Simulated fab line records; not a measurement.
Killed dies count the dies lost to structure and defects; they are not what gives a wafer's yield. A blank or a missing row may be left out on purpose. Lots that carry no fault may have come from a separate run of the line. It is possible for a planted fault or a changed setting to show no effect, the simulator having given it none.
Lot-split experiment -- flow rit_cmos -- 23 wafers read from 5 lots, route of 202 steps

ABOUT THE SPLIT
At RIT_SILICIDE_SPUTTER_01 (material Ti, target thk 30 nm, time 240 s), the setting time_s was moved away from the recipe's 240 s on 9 of the 23 wafers read, by -14.5% to +9.9%. This setting was run at the recipe's value on the other wafers.

FROM THE SPLIT TO THE READING: what the file shows between them, 1 step
- RIT_SILICIDE_RS_MEAS_02: measures by four-point-probe

THE READING
SILICIDE_TI_THK, in nm, at RIT_SILICIDE_THK_MEAS_03 (measures by xrf). On this fab line, fault-free wafers typically give 30.1 nm with a standard deviation of 0.31 nm.

wafer,"tool, chamber at the split","time_s as run, s",against the recipe,"SILICIDE_TI_THK, nm",against lot-mates on the recipe
L078.1,"pvd_sputter-04, -",240,recipe,30.1,-
L078.2,"pvd_sputter-04, -",240,recipe,30.4,-
L078.3,"pvd_sputter-04, -",240,recipe,30.4,-
L078.4,"pvd_sputter-04, -",220.3,-8.2%,28.0,-2.3
L078.5,"pvd_sputter-04, -",220.3,-8.2%,28.1,-2.2
L079.1,"pvd_sputter-02, -",212.5,-11.5%,26.2,-3.4
L079.2,"pvd_sputter-02, -",212.5,-11.5%,27.1,-2.5
L079.3,"pvd_sputter-02, -",240,recipe,29.6,-
L079.4,"pvd_sputter-02, -",212.5,-11.5%,26.5,-3.1
L079.5,"pvd_sputter-02, -",240,recipe,29.6,-
L080.1,"pvd_sputter-03, -",263.7,+9.9%,33.7,+3.5
L080.3,"pvd_sputter-03, -",240,recipe,30.3,-
L080.4,"pvd_sputter-03, -",263.7,+9.9%,33.5,+3.3
L080.5,"pvd_sputter-03, -",240,recipe,30.0,-
L080.6,"pvd_sputter-03, -",240,recipe,30.2,-
L083.1,"pvd_sputter-04, -",205.3,-14.5%,26.0,-4.4
L083.2,"pvd_sputter-04, -",240,recipe,30.4,-
L083.3,"pvd_sputter-04, -",240,recipe,30.6,-
L083.4,"pvd_sputter-04, -",240,recipe,30.1,-
L083.5,"pvd_sputter-04, -",205.3,-14.5%,26.2,-4.2
L085.1,"pvd_sputter-04, -",240,recipe,30.3,-
L085.5,"pvd_sputter-04, -",240,recipe,30.2,-
L085.6,"pvd_sputter-04, -",240,recipe,30.2,-

THE FIT
A straight line over all 23 wafers: SILICIDE_TI_THK changes by +0.305 nm for each +1% of time_s; r = +0.99; the points scatter about the line by 0.33 nm.
The same after taking each lot's own level away (the mean of its wafers on the recipe; 23 wafers): +0.296 nm for each +1%; r = +0.99; scatter 0.26 nm.
The reading moves by 4.3 nm for the largest change in time_s, on that fit.
The lots' own levels span 29.60 to 30.37 nm, that is 2.5 times the standard deviation above.
The two slopes agree, so the slope changes little with the lot-to-lot level.
Check: for one of the wafers moved furthest among these (-14.5%), held out of the fit, the line's prediction against its lot-mates is -4.12 nm. It came out at -4.37 nm against them.

FURTHER SPLITS ON THESE WAFERS
These wafers also went through other splits before the reading. Each is held against what the fit with the lots' levels taken away leaves over:
other split on the same wafers,wafers away from the commonest value,r with SILICIDE_TI_THK (lot level and that fit taken away)
RIT_PSD_COAT_01 resist_thk_nm,7,-0.29

THE WHOLE CHAIN: every reading that the file lists as answering this split, in the file's order
step,what it does,reading,change (the file's fit),r (the file's)
RIT_SILICIDE_SPUTTER_01,"material Ti, target thk 30 nm, time 240 s","Ti_of_SILICIDE_SPUTTER_01.thk_nm (the simulator's own value, which no gauge read)",+0.292 nm for each +1% of the setting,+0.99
RIT_SILICIDE_RS_MEAS_02,measures by four-point-probe,SILICIDE_TI_RS,-0.635 for each +1% of the setting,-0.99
RIT_SILICIDE_THK_MEAS_03,measures by xrf,SILICIDE_TI_THK,+0.292 for each +1% of the setting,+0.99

FILE'S OWN FIT
SILICIDE_TI_THK changes by +0.292 nm for each +1% of time_s, r = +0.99.
